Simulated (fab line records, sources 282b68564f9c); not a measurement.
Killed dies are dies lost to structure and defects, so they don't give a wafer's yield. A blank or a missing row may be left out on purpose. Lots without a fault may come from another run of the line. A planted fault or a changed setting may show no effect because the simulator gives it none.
fab line records | flow rit_cmos | part 1 of 2: steps 1 to 24 of 25
record lots=5 wafers=23
route steps=202 shown ACTIVE@8 NWELL@36 PWELL@47 WELLDRIVE@50 NRETRO@54 GATE@81 NSD@132 SILICIDE@162 M1@202
start_h: hours from the record's first day to the start of the lot's first wafer shown | wait_h: hours since the lot's step before | " the same as in the row above | L1.1+2: a row that stands for several wafers | - no value, or no start given | * or withheld: withheld | < > ~ a bound
route shown NAME@n: a module of which the file shows steps, and the number in the route of the first | usual: mean/standard deviation of fault-free wafers | same: alike in all rows | chamber/n: place in a boat | sites: the reading at each site | _std_site: their standard deviation | _edge_site: outer sites' mean less inner sites' | radius_mm: how far each site lies from the wafer's centre | mask NAME#n: copy n | behind: the tool/chamber that last shaped the wafer | hold: why the lot was held/for how many hours/how that ended | device: the transistor (n, p or np) that didn't switch | end of line: the same wafers' tests at the end of the route | a step without rows: its recipe alone | killed: dies lost to structure and defects at the first sort, not the wafer's yield | map: a wafer's dies, x killed, . not, _ none there
set.NAME: the setting as run; set.NAME@STEP: as run at that earlier step | model.NAME: the simulator's own value behind a step, which no gauge read
lots whose settings were changed on purpose; a table a step, a row a wafer
## steps
# step RIT_ACTIVE_SOFTBAKE_07
# recipe resist=NOVOLAK temp_c=90 time_s=60
# columns lot.wafer tool chamber start_h wait_h set.temp_c model.NOVOLAK_of_ACTIVE_COAT_06.thk_nm
L075.1+2+5+6 litho_track-01 0 18.89 0.1 90 1008
L075.4 " 0 " " 90 1011
L078.2 litho_track-04 0 34.79 0.1 90 1008
L078.4+5 " 0 " " 90 1009
L079.1 litho_track-02 0 38.89 0.1 90 1006
L079.2 " 0 " " 90 1005
L079.3 " 0 " " 90.99 1001
L079.4 " 0 " " 90.99 1006
L079.5 " 0 " " 90 1008
L080.1 litho_track-02 0 43.89 0.1 93.39 994.5
L080.2 " 0 " " 90 1004
L080.3 " 0 " " 93.39 992.5
L080.5 " 0 " " 93.39 992.3
L080.6 " 0 " " 90 1002
L082.1+2+3 litho_track-01 0 55.67 0.1 90 1011
L082.4 " 0 " " 90 1007
L082.6 " 0 " " 90 1013
# step RIT_NWELL_IMPLANT_08
# recipe species=P energy_kev=170 dose_cm2=5e+13 tilt_deg=7
# columns lot.wafer tool chamber start_h wait_h set.dose_cm2
L075.1+5 implanter-02 0 27.80 0.2 5e+13
L075.2+4+6 " 0 " " 5.227e+13
L078.2+4+5 implanter-01 0 42.11 0.2 5e+13
L079.1+4+5 implanter-01 0 45.73 0.2 5e+13
L079.2+3 " 0 " " 4.657e+13
L080.1+6 implanter-03 0 54.52 0.2 4.857e+13
L080.2+3+5 " 0 " " 5e+13
L082.1+3 implanter-01 0 63.39 0.2 5e+13
L082.2+4+6 " 0 " " 4.667e+13
# step RIT_NWELL_STRIP_09
# recipe chemistry=O2 time_s=180 resist=NOVOLAK platen_temp_c=withheld power_w=500 pressure_mtorr=4000 o2_flow_sccm=4000
# step RIT_NWELL_TW_MEAS_10
# usual NWELL_TW=2142/18
# columns lot.wafer tool chamber start_h wait_h set.dose_cm2@NWELL_IMPLANT_08 NWELL_TW
L075.1 film_metro-04 - 28.13 0.1 5e+13 2133
L075.2 " - " " 5.227e+13 2177
L075.4 " - " " 5.227e+13 2181
L075.5 " - " " 5e+13 2136
L075.6 " - " " 5.227e+13 2178
L078.2 film_metro-02 - 42.42 0.1 5e+13 2129
L078.4 " - " " 5e+13 2125
L078.5 " - " " 5e+13 2136
L079.1 film_metro-01 - 46.06 0.1 5e+13 2124
L079.2 " - " " 4.657e+13 2069
L079.3 " - " " 4.657e+13 2067
L079.4 " - " " 5e+13 2128
L079.5 " - " " 5e+13 2120
L080.1 film_metro-04 - 54.85 0.1 4.857e+13 2143
L080.2 " - " " 5e+13 2156
L080.3 " - " " 5e+13 2169
L080.5 " - " " 5e+13 2168
L080.6 " - " " 4.857e+13 2130
L082.1 film_metro-04 - 63.71 0.1 5e+13 2190
L082.2 " - " " 4.667e+13 2121
L082.3 " - " " 5e+13 2161
L082.4 " - " " 4.667e+13 2122
L082.6 " - " " 4.667e+13 2130
# step RIT_PWELL_IMPLANT_08
# recipe species=B energy_kev=170 dose_cm2=7e+13 tilt_deg=7
# columns lot.wafer tool chamber start_h wait_h set.dose_cm2
L075.1+2+4 implanter-01 0 29.41 0.2 7.503e+13
L075.5+6 " 0 " " 7e+13
L078.2+4+5 implanter-03 0 43.79 0.2 7e+13
L079.1+5 implanter-03 0 47.41 0.2 7e+13
L079.2+3+4 " 0 " " 6.798e+13
L080.1+5 implanter-03 0 56.20 0.2 7.502e+13
L080.2+3+6 " 0 " " 7e+13
L082.1+2+6 implanter-01 0 65.07 0.2 7e+13
L082.3+4 " 0 " " 7.322e+13
# step RIT_PWELL_STRIP_09
# recipe chemistry=O2 time_s=180 resist=NOVOLAK platen_temp_c=withheld power_w=500 pressure_mtorr=4000 o2_flow_sccm=4000
# step RIT_PWELL_TW_MEAS_10
# usual PWELL_TW=947/7.3
# columns lot.wafer tool chamber start_h wait_h set.dose_cm2@PWELL_IMPLANT_08 PWELL_TW
L075.1 film_metro-01 - 29.73 0.1 7.503e+13 961
L075.2 " - " " 7.503e+13 965
L075.4 " - " " 7.503e+13 964
L075.5 " - " " 7e+13 941
L075.6 " - " " 7e+13 941
L078.2 film_metro-04 - 44.10 0.1 7e+13 948
L078.4 " - " " 7e+13 949
L078.5 " - " " 7e+13 955
L079.1 film_metro-01 - 47.73 0.1 7e+13 940
L079.2 " - " " 6.798e+13 936
L079.3 " - " " 6.798e+13 928
L079.4 " - " " 6.798e+13 932
L079.5 " - " " 7e+13 943
L080.1 film_metro-02 - 56.52 0.1 7.502e+13 963
L080.2 " - " " 7e+13 941
L080.3 " - " " 7e+13 944
L080.5 " - " " 7.502e+13 965
L080.6 " - " " 7e+13 937
L082.1 film_metro-02 - 65.39 0.1 7e+13 940
L082.2 " - " " 7e+13 939
L082.3 " - " " 7.322e+13 957
L082.4 " - " " 7.322e+13 957
L082.6 " - " " 7e+13 941
# step RIT_WELLDRIVE_ANNEAL_00
# recipe temp_c=1100 time_s=14700 ambient=N2
# step RIT_WELLDRIVE_RS_MEAS_01
# recipe thk_meas_gauge=four-point-probe
# usual NWELL_RS=275.7/0.85
# columns lot.wafer tool chamber start_h wait_h set.dose_cm2@NWELL_IMPLANT_08 NWELL_RS[ohm/sq]
L075.1 film_metro-04 - 34.88 0.0 5e+13 275.7
L075.2 " - " " 5.227e+13 267.4
L075.4 " - " " 5.227e+13 268.3
L075.5 " - " " 5e+13 275.4
L075.6 " - " " 5.227e+13 267.6
L078.2 film_metro-01 - 50.04 0.0 5e+13 276.2
L078.4 " - " " 5e+13 276.1
L078.5 " - " " 5e+13 275.6
L079.1 film_metro-04 - 53.58 0.0 5e+13 276.7
L079.2 " - " " 4.657e+13 289.0
L079.3 " - " " 4.657e+13 289.0
L079.4 " - " " 5e+13 276.4
L079.5 " - " " 5e+13 276.0
L080.1 film_metro-04 - 61.67 0.0 4.857e+13 281.3
L080.2 " - " " 5e+13 276.7
L080.3 " - " " 5e+13 276.1
L080.5 " - " " 5e+13 276.8
L080.6 " - " " 4.857e+13 281.6
L082.1 film_metro-01 - 71.83 0.0 5e+13 274.9
L082.2 " - " " 4.667e+13 286.3
L082.3 " - " " 5e+13 274.8
L082.4 " - " " 4.667e+13 285.9
L082.6 " - " " 4.667e+13 285.6
# step RIT_WELLDRIVE_RS_MEAS_02
# recipe thk_meas_gauge=four-point-probe
# usual PWELL_RS=430.1/1
# columns lot.wafer tool chamber start_h wait_h set.dose_cm2@PWELL_IMPLANT_08 PWELL_RS[ohm/sq]
L075.1 film_metro-04 - 35.00 0.1 7.503e+13 411.1
L075.2 " - " " 7.503e+13 411.7
L075.4 " - " " 7.503e+13 410.9
L075.5 " - " " 7e+13 428.9
L075.6 " - " " 7e+13 429.0
L078.2 film_metro-01 - 50.16 0.1 7e+13 429.0
L078.4 " - " " 7e+13 430.4
L078.5 " - " " 7e+13 429.7
L079.1 film_metro-04 - 53.70 0.1 7e+13 430.8
L079.2 " - " " 6.798e+13 439.7
L079.3 " - " " 6.798e+13 440.3
L079.4 " - " " 6.798e+13 438.7
L079.5 " - " " 7e+13 430.7
L080.1 film_metro-04 - 61.79 0.1 7.502e+13 410.8
L080.2 " - " " 7e+13 432.0
L080.3 " - " " 7e+13 431.2
L080.5 " - " " 7.502e+13 411.7
L080.6 " - " " 7e+13 430.2
L082.1 film_metro-01 - 71.95 0.1 7e+13 430.4
L082.2 " - " " 7e+13 429.4
L082.3 " - " " 7.322e+13 418.5
L082.4 " - " " 7.322e+13 417.4
L082.6 " - " " 7e+13 430.3
# step RIT_NRETRO_COAT_01
# recipe resist=NOVOLAK spin_rpm=2000 resist_thk_nm=1300
# columns lot.wafer tool chamber start_h wait_h set.resist_thk_nm model.NOVOLAK_of_NRETRO_COAT_01.thk_nm
L075.1 litho_track-04 0 35.27 0.1 1256 1248
L075.2+5 " 0 " " 1256 1252
L075.4 " 0 " " 1300 1300
L075.6 " 0 " " 1300 1296
L078.2 litho_track-04 0 50.44 0.1 1300 1295
L078.4 " 0 " " 1300 1303
L078.5 " 0 " " 1300 1299
L079.1 litho_track-03 0 53.97 0.1 1300 1305
L079.2 " 0 " " 1300 1304
L079.3 " 0 " " 1341 1341
L079.4 " 0 " " 1341 1346
L079.5 " 0 " " 1341 1344
L080.1+6 litho_track-04 0 62.06 0.1 1275 1272
L080.2 " 0 " " 1300 1296
L080.3 " 0 " " 1275 1270
L080.5 " 0 " " 1300 1297
L082.1 litho_track-04 0 72.22 0.1 1276 1274
L082.2 " 0 " " 1300 1297
L082.3 " 0 " " 1300 1299
L082.4 " 0 " " 1300 1301
L082.6 " 0 " " 1276 1272
# step RIT_GATE_OXIDATION_05
# recipe temp_c=900 ambient=O2 target_thk_a=30 ox_time_s=270
# columns lot.wafer tool chamber start_h wait_h set.temp_c model.SiO2_of_GATE_OXIDATION_05.thk_nm
L075.1 - - - 0.1 926 4.06
L075.2 " - " " 926 4.057
L075.4 " - " " 926 4.021
L075.5 " - " " 926 4.013
L075.6 " - " " 926 4.05
L078.2 furnace-04 0 53.88 0.0 900 3.005
L078.4 " 0 " " 900 2.972
L078.5 " 0 " " 900 2.97
L079.1 - - - 1.1 916.4 3.748
L079.2 " - " " 916.4 3.724
L079.3 " - " " 916.4 3.705
L079.4 " - " " 916.4 3.725
L079.5 " - " " 916.4 3.706
L080.1 - - - 2.7 889.6 2.619
L080.2 " - " " 889.6 2.602
L080.3 " - " " 889.6 2.632
L080.5 " - " " 889.6 2.623
L080.6 " - " " 889.6 2.628
L082.1 - - - 1.3 873.4 2.236
L082.2 " - " " 873.4 2.201
L082.3 " - " " 873.4 2.22
L082.4 " - " " 873.4 2.216
L082.6 " - " " 873.4 2.253
# step RIT_GATE_ANNEAL_06
# recipe temp_c=900 time_s=600 ambient=N2O
# step RIT_GATE_THK_MEAS_07
# recipe reads=SiO2_of_GATE_OXIDATION_05
# usual GATE_OXIDE_THK=3.00/0.065
# columns lot.wafer tool chamber start_h wait_h set.temp_c@GATE_OXIDATION_05 GATE_OXIDE_THK[nm]
L075.1 film_metro-03 - 40.27 0.0 926 4.12
L075.2 " - " " 926 4.05
L075.4 " - " " 926 3.97
L075.5 " - " " 926 4.00
L075.6 " - " " 926 4.02
L078.2 film_metro-03 - 55.21 0.0 900 3.01
L078.4 " - " " 900 2.96
L078.5 " - " " 900 2.99
L079.1 film_metro-01 - 61.33 0.0 916.4 3.73
L079.2 " - " " 916.4 3.77
L079.3 " - " " 916.4 3.67
L079.4 " - " " 916.4 3.72
L079.5 " - " " 916.4 3.71
L080.1 film_metro-02 - 69.61 0.0 889.6 2.64
L080.2 " - " " 889.6 2.59
L080.3 " - " " 889.6 2.65
L080.5 " - " " 889.6 2.62
L080.6 " - " " 889.6 2.58
L082.1 film_metro-03 - 79.69 0.0 873.4 2.25
L082.2 " - " " 873.4 2.15
L082.3 " - " " 873.4 2.24
L082.4 " - " " 873.4 2.21
L082.6 " - " " 873.4 2.29
# step RIT_GATE_EXPOSE_13
# recipe mask_id=M6 na=0.6 source_shape=conventional sigma_outer=0.6 target_cd_nm=150 dose_mj=380
# columns lot.wafer tool chamber start_h wait_h mask set.dose_mj
L075.1+2+4+5+6 iline_stepper-02 0 42.46 0.1 M6#0 380
L078.2+4+5 iline_stepper-01 0 58.34 0.2 M6#0 380
L079.1+3 iline_stepper-01 0 63.52 0.1 M6#0 380
L079.2+4+5 " 0 " " M6#0 367.2
L080.1+3 iline_stepper-01 0 71.79 0.1 M6#0 388.1
L080.2+5+6 " 0 " " M6#0 380
L082.1+2+3+4+6 iline_stepper-02 0 81.97 0.2 M6#0 380
# step RIT_GATE_PEB_14
# recipe resist=NOVOLAK temp_c=withheld time_s=withheld
# step RIT_GATE_DEVELOP_15
# recipe resist=NOVOLAK develop_time_s=48.71 dev_temp_c=23
# columns lot.wafer tool chamber start_h wait_h set.dose_mj@GATE_EXPOSE_13 model.GATE.cd_nm
L075.1 litho_track-02 0 - - 380 148.1
L075.2 " 0 " " 380 147.1
L075.4 " 0 " " 380 146.2
L075.5 " 0 " " 380 146.9
L075.6 " 0 " " 380 147.6
L078.2 litho_track-02 0 - - 380 147.4
L078.4 " 0 " " 380 144.8
L078.5 " 0 " " 380 145.7
L079.1 litho_track-02 0 - - 380 151.1
L079.2 " 0 " " 367.2 168.9
L079.3 " 0 " " 380 149.7
L079.4 " 0 " " 367.2 168.3
L079.5 " 0 " " 367.2 166.2
L080.1 litho_track-01 0 - - 388.1 141.5
L080.2 " 0 " " 380 151.1
L080.3 " 0 " " 388.1 140.8
L080.5 " 0 " " 380 152.9
L080.6 " 0 " " 380 151.3
L082.1 litho_track-02 0 - - 380 154
L082.2 " 0 " " 380 151.6
L082.3 " 0 " " 380 150.4
L082.4 " 0 " " 380 150.8
L082.6 " 0 " " 380 153.7
# step RIT_GATE_CD_MEAS_16
# recipe target_cd_nm=150
# usual cd_nm=149/3.1
# columns lot.wafer tool chamber start_h wait_h set.dose_mj@GATE_EXPOSE_13 cd_nm
L075.1 cd_sem-02 - 42.86 - 380 148
L075.2 " - " " 380 147
L075.4 " - " " 380 146
L075.5 " - " " 380 147
L075.6 " - " " 380 148
L078.2 cd_sem-01 - 58.74 - 380 148
L078.4 " - " " 380 145
L078.5 " - " " 380 146
L079.1 cd_sem-01 - 63.92 - 380 151
L079.2 " - " " 367.2 169
L079.3 " - " " 380 150
L079.4 " - " " 367.2 169
L079.5 " - " " 367.2 166
L080.1 cd_sem-02 - 72.19 - 388.1 142
L080.2 " - " " 380 151
L080.3 " - " " 388.1 141
L080.5 " - " " 380 153
L080.6 " - " " 380 151
L082.1 cd_sem-01 - 82.40 - 380 154
L082.2 " - " " 380 152
L082.3 " - " " 380 150
L082.4 " - " " 380 151
L082.6 " - " " 380 154
# step RIT_GATE_STRIP_20
# recipe chemistry=O2 time_s=180 resist=NOVOLAK platen_temp_c=withheld power_w=500 pressure_mtorr=4000 o2_flow_sccm=4000
# columns lot.wafer tool chamber start_h wait_h set.o2_flow_sccm
L075.1+4+5 plasma_asher-01 1,0,1 43.27 0.1 4000
L075.2+6 " 0 " " 3712
L078.2+4+5 plasma_asher-02 0 59.14 0.1 4000
L079.1+5 plasma_asher-04 0 64.33 0.1 4000
L079.2+3+4 " 1,1,0 " " 3446
L080.1+5 plasma_asher-02 0 72.61 0.1 4000
L080.2+3+6 " 1,0,1 " " 4258
L082.1+3 plasma_asher-01 0,1 82.88 0.1 3577
L082.2+4+6 " 1,0,0 " " 4000
# step RIT_GATE_CD_MEAS_90
# recipe target_cd_nm=150
# usual cd_nm=149/3.1
# columns lot.wafer tool chamber start_h wait_h set.dose_mj@GATE_EXPOSE_13 cd_nm
L075.1 cd_sem-01 - 43.45 0.1 380 148
L075.2 " - " " 380 147
L075.4 " - " " 380 146
L075.5 " - " " 380 147
L075.6 " - " " 380 147
L078.2 cd_sem-02 - 59.33 0.1 380 147
L078.4 " - " " 380 145
L078.5 " - " " 380 146
L079.1 cd_sem-01 - 64.51 0.1 380 151
L079.2 " - " " 367.2 168
L079.3 " - " " 380 150
L079.4 " - " " 367.2 168
L079.5 " - " " 367.2 166
L080.1 cd_sem-01 - 72.78 0.1 388.1 142
L080.2 " - " " 380 151
L080.3 " - " " 388.1 141
L080.5 " - " " 380 153
L080.6 " - " " 380 152
L082.1 cd_sem-02 - 83.05 0.1 380 154
L082.2 " - " " 380 152
L082.3 " - " " 380 150
L082.4 " - " " 380 150
L082.6 " - " " 380 154
# step RIT_NSD_COAT_01
# recipe resist=NOVOLAK spin_rpm=3250 resist_thk_nm=1000
# columns lot.wafer tool chamber start_h wait_h set.resist_thk_nm model.NOVOLAK_of_NSD_COAT_01.thk_nm
L075.1 litho_track-04 0 52.42 0.1 1000 999.6
L075.2 " 0 " " 1000 995.5
L075.4 " 0 " " 944.7 942.3
L075.5 " 0 " " 944.7 944.7
L075.6 " 0 " " 944.7 944
L078.2 litho_track-02 0 69.49 0.1 1000 1004
L078.4 " 0 " " 1000 1000
L078.5 " 0 " " 1000 1002
L079.1 litho_track-02 0 74.16 0.1 1056 1058
L079.2 " 0 " " 1000 997.6
L079.3 " 0 " " 1056 1057
L079.4 " 0 " " 1056 1051
L079.5 " 0 " " 1000 999.6
L080.1 litho_track-01 0 81.54 0.1 961.5 965.7
L080.2 " 0 " " 961.5 967.6
L080.3 " 0 " " 1000 1007
L080.5 " 0 " " 1000 1002
L080.6 " 0 " " 961.5 964.2
L082.1 litho_track-04 0 94.03 0.1 1048 1045
L082.2 " 0 " " 1048 1047
L082.3 " 0 " " 1048 1043
L082.4 " 0 " " 1000 996.4
L082.6 " 0 " " 1000 998
# step RIT_SILICIDE_SPUTTER_01
# recipe material=Ti target_thk_nm=30 power_w=350 chamber_pressure_pa=0.667 gas=Ar time_s=240 substrate_temp_c=25
# columns lot.wafer tool chamber start_h wait_h set.power_w model.Ti_of_SILICIDE_SPUTTER_01.thk_nm
L075.1 pvd_sputter-02 - 56.15 0.0 362.7 31.44
L075.2 " - " " 362.7 31.19
L075.4 " - " " 350 30.18
L075.5 " - " " 362.7 31.28
L075.6 " - " " 350 30.37
L078.2 pvd_sputter-01 - 73.25 0.0 350 30.82
L078.4 " - " " 350 30.44
L078.5 " - " " 350 30.55
L079.1 pvd_sputter-02 - 78.06 0.0 350 30.18
L079.2 " - " " 350 30.13
L079.3 " - " " 350 30
L079.4 " - " " 350 30.53
L079.5 " - " " 350 29.86
L080.1 pvd_sputter-01 - 85.36 0.0 350 30
L080.2 " - " " 350 29.95
L080.3 " - " " 350 30.13
L080.5 " - " " 315.1 27.13
L080.6 " - " " 315.1 26.92
L082.1 pvd_sputter-01 - 97.81 0.0 350 30.12
L082.2 " - " " 338.4 29.18
L082.3 " - " " 338.4 29.68
L082.4 " - " " 350 30.46
L082.6 " - " " 350 30.3
# step RIT_SILICIDE_RS_MEAS_02
# recipe thk_meas_gauge=four-point-probe reads=Ti_of_SILICIDE_SPUTTER_01
# usual SILICIDE_TI_RS=47.5/0.6
# columns lot.wafer tool chamber start_h wait_h set.power_w@SILICIDE_SPUTTER_01 SILICIDE_TI_RS[ohm/sq]
L075.1 film_metro-02 - 56.30 0.1 362.7 45.1
L075.2 " - " " 362.7 45.7
L075.4 " - " " 350 47.5
L075.5 " - " " 362.7 45.4
L075.6 " - " " 350 47.2
L078.2 film_metro-02 - 73.42 0.1 350 46.3
L078.4 " - " " 350 47.0
L078.5 " - " " 350 46.8
L079.1 film_metro-02 - 78.21 0.1 350 47.6
L079.2 " - " " 350 47.6
L079.3 " - " " 350 47.9
L079.4 " - " " 350 46.9
L079.5 " - " " 350 48.1
L080.1 film_metro-01 - 85.51 0.1 350 48.1
L080.2 " - " " 350 48.0
L080.3 " - " " 350 47.6
L080.5 " - " " 315.1 54.3
L080.6 " - " " 315.1 54.9
L082.1 film_metro-01 - 97.96 0.1 350 47.8
L082.2 " - " " 338.4 49.7
L082.3 " - " " 338.4 48.6
L082.4 " - " " 350 47.0
L082.6 " - " " 350 47.3
# step RIT_SILICIDE_THK_MEAS_03
# recipe thk_meas_gauge=xrf reads=Ti_of_SILICIDE_SPUTTER_01
# usual SILICIDE_TI_THK=30.2/0.35
# columns lot.wafer tool chamber start_h wait_h set.power_w@SILICIDE_SPUTTER_01 SILICIDE_TI_THK[nm]
L075.1 film_metro-02 - 56.42 0.1 362.7 31.6
L075.2 " - " " 362.7 31.2
L075.4 " - " " 350 30.3
L075.5 " - " " 362.7 31.6
L075.6 " - " " 350 30.6
L078.2 film_metro-02 - 73.53 0.1 350 30.9
L078.4 " - " " 350 30.5
L078.5 " - " " 350 30.6
L079.1 film_metro-02 - 78.33 0.1 350 30.2
L079.2 " - " " 350 30.2
L079.3 " - " " 350 30.1
L079.4 " - " " 350 30.6
L079.5 " - " " 350 30.0
L080.1 film_metro-01 - 85.63 0.1 350 30.0
L080.2 " - " " 350 29.8
L080.3 " - " " 350 30.0
L080.5 " - " " 315.1 27.0
L080.6 " - " " 315.1 26.8
L082.1 film_metro-01 - 98.08 0.1 350 30.0
L082.2 " - " " 338.4 29.3
L082.3 " - " " 338.4 29.7
L082.4 " - " " 350 30.7
L082.6 " - " " 350 30.4
## key
split step=RIT_ACTIVE_SOFTBAKE_07 setting=temp_c stated=90 by=wafer
response step=RIT_ACTIVE_SOFTBAKE_07 reading=model.NOVOLAK_of_ACTIVE_COAT_06.thk_nm change=-2.59 per=1% r=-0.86
split step=RIT_NWELL_IMPLANT_08 setting=dose_cm2 stated=5e+13 by=wafer
response step=RIT_NWELL_TW_MEAS_10 reading=NWELL_TW change=+8.35 per=1% r=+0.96
response step=RIT_WELLDRIVE_RS_MEAS_01 reading=NWELL_RS change=-1.75 per=1% r=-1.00
split step=RIT_PWELL_IMPLANT_08 setting=dose_cm2 stated=7e+13 by=wafer
response step=RIT_PWELL_TW_MEAS_10 reading=PWELL_TW change=+3.26 per=1% r=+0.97
response step=RIT_WELLDRIVE_RS_MEAS_02 reading=PWELL_RS change=-2.65 per=1% r=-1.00
split step=RIT_NRETRO_COAT_01 setting=resist_thk_nm stated=1300 by=wafer
response step=RIT_NRETRO_COAT_01 reading=model.NOVOLAK_of_NRETRO_COAT_01.thk_nm change=+13.3 per=1% r=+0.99
split step=RIT_GATE_OXIDATION_05 setting=temp_c stated=900 by=lot
response step=RIT_GATE_OXIDATION_05 reading=model.SiO2_of_GATE_OXIDATION_05.thk_nm change=+0.322 per=1% r=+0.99
response step=RIT_GATE_THK_MEAS_07 reading=GATE_OXIDE_THK change=+0.32 per=1% r=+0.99
response step=RIT_M1_PROBE_99 reading=model.etest.pmos_0p3.r_on_ohm_um change=+621 per=1% r=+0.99
response step=RIT_M1_PROBE_99 reading=model.etest.nmos_0p3.r_on_ohm_um change=+181 per=1% r=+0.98
response step=RIT_M1_PROBE_99 reading=model.etest.nmos_narrow.drive_ua_um change=-31.3 per=1% r=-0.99
split step=RIT_GATE_EXPOSE_13 setting=dose_mj stated=380 by=wafer
response step=RIT_GATE_DEVELOP_15 reading=model.GATE.cd_nm change=-5.12 per=1% r=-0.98
response step=RIT_GATE_CD_MEAS_16 reading=cd_nm change=-5.18 per=1% r=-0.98
response step=RIT_GATE_CD_MEAS_90 reading=cd_nm change=-5.08 per=1% r=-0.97
response step=RIT_M1_PROBE_99 reading=model.etest.pmos_turned.r_on_ohm_um change=-139 per=1% r=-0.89
response step=RIT_M1_PROBE_99 reading=model.etest.pmos_0p15.r_on_ohm_um change=-140 per=1% r=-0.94
response step=RIT_M1_PROBE_99 reading=model.etest.nmos_0p15.r_on_ohm_um change=-37 per=1% r=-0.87
response step=RIT_M1_PROBE_99 reading=model.etest.nmos_0p15.drive_ua_um change=+16.9 per=1% r=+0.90
split step=RIT_GATE_STRIP_20 setting=o2_flow_sccm stated=4000 by=wafer
response none clear
split step=RIT_NSD_COAT_01 setting=resist_thk_nm stated=1000 by=wafer
response step=RIT_NSD_COAT_01 reading=model.NOVOLAK_of_NSD_COAT_01.thk_nm change=+9.95 per=1% r=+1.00
split step=RIT_SILICIDE_SPUTTER_01 setting=power_w stated=350 by=wafer
response step=RIT_SILICIDE_SPUTTER_01 reading=model.Ti_of_SILICIDE_SPUTTER_01.thk_nm change=+0.295 per=1% r=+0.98
response step=RIT_SILICIDE_RS_MEAS_02 reading=SILICIDE_TI_RS change=-0.645 per=1% r=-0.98
response step=RIT_SILICIDE_THK_MEAS_03 reading=SILICIDE_TI_THK change=+0.292 per=1% r=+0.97
